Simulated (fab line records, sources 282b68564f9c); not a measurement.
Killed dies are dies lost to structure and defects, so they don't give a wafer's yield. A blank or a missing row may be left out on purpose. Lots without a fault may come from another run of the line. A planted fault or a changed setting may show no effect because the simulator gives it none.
Split-lot experiment | flow rit_cmos | 5 lots, 23 wafers read, on a route of 202 steps

THE SPLIT
At RIT_M1_EXPOSE_06 (exposes mask M12, target cd 2600 nm), the setting dose_mj was moved away from the recipe's 250 on 9 of the 23 wafers read, by -4.1% to +5.6%. The other wafers ran this setting at the recipe's value.

FROM THE SPLIT TO THE READING: what the file shows between them, 7 steps
- RIT_M1_PEB_07
- RIT_M1_DEVELOP_08: develop time 68 s
- RIT_M1_CD_MEAS_09: target cd 2600 nm
- RIT_M1_HARDBAKE_11: time 120 s
- RIT_M1_METAL_ETCH_12: etches Al in Cl2/BCl3, stops on SiO2, time 165 s, target depth 600 nm
- RIT_M1_STRIP_13: strips in nmp, time 617 s
- RIT_M1_STRIP_14: strips in O2, time 180 s

THE READING
cd_nm, in nm, at RIT_M1_CD_MEAS_90 (target cd 2600 nm). Fault-free wafers of this fab line usually give 2600.6 nm, standard deviation 2 nm.

wafer  | tool, chamber at the split | dose_mj as run | against the recipe | cd_nm, nm | against lot-mates on the recipe
L074.1 | iline_stepper-01, 0        | 250            | recipe             | 2601.7    | -
L074.3 | iline_stepper-01, 0        | 250            | recipe             | 2602.3    | -
L074.4 | iline_stepper-01, 0        | 250            | recipe             | 2601.1    | -
L074.5 | iline_stepper-01, 0        | 250            | recipe             | 2602.4    | -
L074.6 | iline_stepper-01, 0        | 250            | recipe             | 2600.8    | -
L077.1 | iline_stepper-01, 0        | 250            | recipe             | 2599.0    | -
L077.2 | iline_stepper-01, 0        | 262.9          | +5.2%              | 2586.1    | -14.2
L077.3 | iline_stepper-01, 0        | 250            | recipe             | 2601.5    | -
L077.5 | iline_stepper-01, 0        | 262.9          | +5.2%              | 2587.7    | -12.6
L077.6 | iline_stepper-01, 0        | 262.9          | +5.2%              | 2584.2    | -16.1
L078.1 | iline_stepper-02, 0        | 239.8          | -4.1%              | 2611.5    | +12.6
L078.2 | iline_stepper-02, 0        | 239.8          | -4.1%              | 2611.8    | +12.9
L078.3 | iline_stepper-02, 0        | 239.8          | -4.1%              | 2610.5    | +11.6
L078.4 | iline_stepper-02, 0        | 250            | recipe             | 2598.9    | -
L078.5 | iline_stepper-02, 0        | 250            | recipe             | 2598.8    | -
L079.1 | iline_stepper-01, 0        | 250            | recipe             | 2601.5    | -
L079.4 | iline_stepper-01, 0        | 250            | recipe             | 2602.3    | -
L079.6 | iline_stepper-01, 0        | 250            | recipe             | 2601.5    | -
L083.1 | iline_stepper-01, 0        | 264.1          | +5.6%              | 2585.3    | -14.6
L083.2 | iline_stepper-01, 0        | 264.1          | +5.6%              | 2580.2    | -19.8
L083.3 | iline_stepper-01, 0        | 250            | recipe             | 2600.0    | -
L083.5 | iline_stepper-01, 0        | 250            | recipe             | 2599.9    | -
L083.6 | iline_stepper-01, 0        | 264.1          | +5.6%              | 2580.4    | -19.5

THE FIT
A straight line over all 23 wafers: cd_nm changes by -2.96 nm for each +1% of dose_mj; r = -0.98; the points scatter about the line by 1.7 nm.
The same after taking each lot's own level away (the mean of its wafers on the recipe; 23 wafers): -3.01 nm for each +1%; r = -0.99; scatter 1.3 nm.
On that fit, the largest move of dose_mj shifts the reading by 17 nm.
The lots' own levels span 2598.85 to 2601.77 nm, that is 1.5 times the standard deviation above.
So the lot-to-lot level changes the slope little: the two slopes agree.
Check: with one of the wafers moved furthest among these (+5.6%) left out of the fit, the line predicts -17.3 nm for it against its lot-mates. It came out at -14.6 nm against them.

OTHER SPLITS ON THESE WAFERS
These wafers also went through other splits before the reading. Each is held against what the fit with the lots' levels taken away leaves over:
other split on the same wafers        | wafers away from the commonest value | r with cd_nm (lot level and that fit taken away)
RIT_SILICIDE_SPUTTER_01 time_s        | 5                                    | -0.03
RIT_CONTACT_DEVELOP_07 develop_time_s | 9                                    | +0.53
RIT_CONTACT_ETCH_11 time_s            | 7                                    | -0.04
RIT_M1_COAT_04 resist_thk_nm          | 4                                    | +0.62

THE WHOLE CHAIN: every reading that the file lists as answering this split, in the file's order
step                 | what it does                                                          | reading                                                   | change (the file's fit)              | r (the file's)
RIT_M1_CD_MEAS_09    | target cd 2600 nm                                                     | cd_nm                                                     | -3.19 nm for each +1% of the setting | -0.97
RIT_M1_METAL_ETCH_12 | etches Al in Cl2/BCl3, stops on SiO2, time 165 s, target depth 600 nm | M1.cd_nm (the simulator's own value, which no gauge read) | -2.99 nm for each +1% of the setting | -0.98
RIT_M1_CD_MEAS_90    | target cd 2600 nm                                                     | cd_nm                                                     | -3 nm for each +1% of the setting    | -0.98

THE FILE'S OWN FIT
cd_nm changes by -3 nm for each +1% of dose_mj, r = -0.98.
